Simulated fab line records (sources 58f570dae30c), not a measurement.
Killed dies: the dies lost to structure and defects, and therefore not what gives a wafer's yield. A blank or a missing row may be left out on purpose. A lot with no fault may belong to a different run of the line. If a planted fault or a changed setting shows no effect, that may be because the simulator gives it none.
The tool behind it: which one? | flow berkeley_cmos170 | 39 wafers from 13 lots sampled at 5 of the route's 331 steps

WHAT EACH GAUGE READ, for each wafer
UCB170_FIELD_THK_MEAS_90. Usual: FIELD_OXIDE_LEFT_1_THK 441 nm, standard deviation 12.
lot  | measured     | on            | FIELD_OXIDE_LEFT_1_THK (nm) | flag
L966 | day 5 06:46  | film_metro-04 | 459 453 447                 |
L967 | day 6 00:28  | film_metro-04 | 428 430 436                 |
L968 | day 6 00:28  | film_metro-01 | 438 438 445                 |
L969 | day 6 00:28  | film_metro-03 | 425 434 425                 |
L971 | day 6 17:15  | film_metro-04 | 452 454 448                 |
L970 | day 6 17:16  | film_metro-03 | 444 435 448                 |
L974 | day 7 08:48  | film_metro-01 | 433 420 434                 |
L976 | day 8 00:08  | film_metro-01 | 434 430 428                 |
L975 | day 8 00:10  | film_metro-03 | 451 464 442                 |
L979 | day 8 14:14  | film_metro-04 | 443 445 447                 |
L978 | day 8 14:16  | film_metro-03 | 442 447 447                 |
L984 | day 10 00:19 | film_metro-04 | 451 443 451                 |
L987 | day 10 07:10 | film_metro-04 | 439 442 442                 |

UCB170_GATE_CD_MEAS_12 targets a cd of 350 nm. Usual: cd_nm 349.8 nm, standard deviation 1.1.
lot  | measured     | on        | cd_nm (nm)                          | flag
L966 | day 6 21:49  | cd_sem-02 | 349.3 348.6 349.6                   |
L967 | day 7 20:12  | cd_sem-01 | 350.5 350.8 351.0                   |
L968 | day 7 20:33  | cd_sem-01 | 349.6 349.4 350.1                   |
L969 | day 7 20:19  | cd_sem-02 | 348.9 349.8 349.9                   |
L971 | day 8 16:29  | cd_sem-01 | 349.1 349.2 350.9                   |
L970 | day 8 16:13  | cd_sem-02 | 350.2 349.8 348.3                   |
L974 | day 9 09:13  | cd_sem-02 | 348.0 348.8 349.2                   |
L976 | day 9 17:10  | cd_sem-02 | 350.0 351.2 350.2                   |
L975 | day 9 16:58  | cd_sem-01 | 350.7 349.0 349.2                   |
L979 | day 10 03:44 | cd_sem-01 | 348.8 349.5 350.0                   |
L978 | day 10 03:32 | cd_sem-01 | 349.6 350.4 349.8                   |
L984 | day 11 10:42 | cd_sem-02 | 349.1 348.7 349.2                   |
L987 | day 11 14:31 | cd_sem-02 | 354.9 352.8 354.3 355.5 352.9 354.0 | OFF

UCB170_V1_THK_MEAS_04. Usual: V1_POLISHED_THK 1000.4 nm, standard deviation 1.3.
lot  | measured     | on            | V1_POLISHED_THK (nm) | flag
L966 | day 7 21:08  | film_metro-01 | 1000.1 998.7 997.5   |
L967 | day 8 23:38  | film_metro-04 | 1001.1 999.8 999.9   |
L968 | day 9 00:58  | film_metro-01 | 1002.6 1001.5 1002.6 |
L969 | day 9 02:18  | film_metro-04 | 1002.0 998.4 998.9   |
L971 | day 10 00:08 | film_metro-01 | 998.1 998.0 997.7    |
L970 | day 9 21:29  | film_metro-01 | 1001.4 1001.5 1001.5 |
L974 | day 10 10:14 | film_metro-02 | 1002.0 999.6 1001.5  |
L976 | day 11 00:29 | film_metro-01 | 1000.3 1000.8 999.0  |
L975 | day 10 19:59 | film_metro-01 | 1000.0 999.6 1000.9  |
L979 | day 11 12:27 | film_metro-04 | 999.2 1002.0 1000.0  |
L978 | day 11 11:09 | film_metro-04 | 1001.4 1003.0 1000.5 |
L984 | day 12 22:16 | film_metro-02 | 999.3 1001.2 1001.1  |
L987 | day 13 00:11 | film_metro-04 | 1001.0 998.1 1000.7  |

TOOL THAT RAN EACH LOT (tool first, then ch and the chambers of the sampled wafers, then the start)
lot  | UCB170_GATE_DEVELOP_11            | UCB170_PSD_STRIP_09
L966 | litho_track-04 ch 0, day 6 21:00  | plasma_asher-03 ch 0,1, day 7 06:44
L967 | litho_track-01 ch 0, day 7 20:00  | plasma_asher-03 ch 0,1, day 8 11:33
L968 | litho_track-01 ch 0, day 7 20:00  | plasma_asher-04 ch 0, day 8 11:40
L969 | litho_track-04 ch 0, day 7 20:00  | plasma_asher-02 ch 0,1, day 8 11:47
L971 | litho_track-04 ch 0, day 8 16:00  | plasma_asher-03 ch 0,1, day 9 05:32
L970 | litho_track-04 ch 0, day 8 16:00  | plasma_asher-04 ch 0,1, day 9 04:25
L974 | litho_track-04 ch 0, day 9 09:00  | plasma_asher-03 ch 0,1, day 9 19:32
L976 | litho_track-01 ch 0, day 9 17:00  | plasma_asher-02 ch 0,1, day 10 04:04
L975 | litho_track-04 ch 0, day 9 16:00  | plasma_asher-04 ch 0,1, day 10 03:59
L979 | litho_track-04 ch 0, day 10 03:00 | plasma_asher-04 ch 0,1, day 10 14:48
L978 | litho_track-01 ch 0, day 10 03:00 | plasma_asher-03 ch 0,1, day 10 14:36
L984 | litho_track-03 ch 0, day 11 10:00 | plasma_asher-04 ch 0,1, day 12 02:40
L987 | litho_track-04 ch 0, day 11 14:00 | plasma_asher-04 ch 0,1, day 12 06:19
- UCB170_GATE_DEVELOP_11: develop time 45 s.
- UCB170_PSD_STRIP_09: strips in O2.

AS READ BY THE TOOLS THEMSELVES (means over the sampled wafers that have a number; for cases with no such wafer, the mark the record gives instead)
UCB170_GATE_DEVELOP_11. Usual: resist_line_temp_C 23.00 C, standard deviation 0.11.
lot  | tool           | resist_line_temp_C (C) | flag
L966 | litho_track-04 | 23.03                  |
L967 | litho_track-01 | 23.05                  |
L968 | litho_track-01 | 23.02                  |
L969 | litho_track-04 | 23.13                  |
L971 | litho_track-04 | 23.06                  |
L970 | litho_track-04 | 23.00                  |
L974 | litho_track-04 | 22.96                  |
L976 | litho_track-01 | 23.12                  |
L975 | litho_track-04 | 23.00                  |
L979 | litho_track-04 | 22.91                  |
L978 | litho_track-01 | 23.00                  |
L984 | litho_track-03 | 22.95                  |
L987 | litho_track-04 | 22.99                  |

UCB170_PSD_STRIP_09. Usual: chamber_pressure_mTorr 3500 mTorr, standard deviation 3; drypump_motor_current_A 5.6 A, standard deviation 0.49; oes_product_au 0.600 a.u., standard deviation 0.0052; strip_time_to_endpoint_s 29.36 s, standard deviation 0.057.
lot  | tool            | chamber_pressure_mTorr (mTorr) | drypump_motor_current_A (A) | oes_product_au (a.u.) | strip_time_to_endpoint_s (s) | flag
L966 | plasma_asher-03 | 3501                           | 5.2                         | 0.603                 | 29.41                        |
L967 | plasma_asher-03 | 3501                           | 5.2                         | 0.602                 | 29.30                        |
L968 | plasma_asher-04 | 3497                           | 6.0                         | 0.601                 | 29.30                        |
L969 | plasma_asher-02 | 3500                           | 5.8                         | 0.602                 | 29.31                        |
L971 | plasma_asher-03 | 3502                           | 5.2                         | 0.604                 | 29.38                        |
L970 | plasma_asher-04 | 3502                           | 5.7                         | 0.601                 | 29.34                        |
L974 | plasma_asher-03 | 3499                           | 5.2                         | 0.599                 | 29.34                        |
L976 | plasma_asher-02 | 3500                           | 5.8                         | 0.595                 | 29.30                        |
L975 | plasma_asher-04 | 3501                           | 5.7                         | 0.600                 | 29.33                        |
L979 | plasma_asher-04 | 3502                           | 5.3                         | 0.604                 | 29.40                        |
L978 | plasma_asher-03 | 3500                           | 5.2                         | 0.605                 | 29.46                        |
L984 | plasma_asher-04 | 3500                           | 5.3                         | 0.599                 | 29.31                        |
L987 | plasma_asher-04 | 3500                           | 5.7                         | 0.603                 | 29.41                        |

THE ANSWER, worked out from the rows above alone
Rule: take the mean of a lot's wafers that have a number; if it is more than 3 standard deviations from the usual mean, the lot is off. Also off: a lot with no number at a reading for which 4 or more lots have one. Any other lot the step has rows for is counted as sound. Order of review: gauges by route order, followed by the tools' own readings, for which a lot's mean as printed above is used. The first step at which some lot is off is used, and at that step the reading that is off furthest; a lot without a number counts as furthest.
Off at UCB170_GATE_CD_MEAS_12 (cd_nm): L987.
If a tool, at a process step before that reading, ran all the lots that are off and no sound lot after the first of them, it fits. Gauges at UCB170_GATE_CD_MEAS_12: tried the same way as those tools. This does not decide it: 2 tools fit, namely litho_track-04 at UCB170_GATE_DEVELOP_11 and cd_sem-02 at UCB170_GATE_CD_MEAS_12.

WHAT WAS PUT IN BY THE SIMULATOR
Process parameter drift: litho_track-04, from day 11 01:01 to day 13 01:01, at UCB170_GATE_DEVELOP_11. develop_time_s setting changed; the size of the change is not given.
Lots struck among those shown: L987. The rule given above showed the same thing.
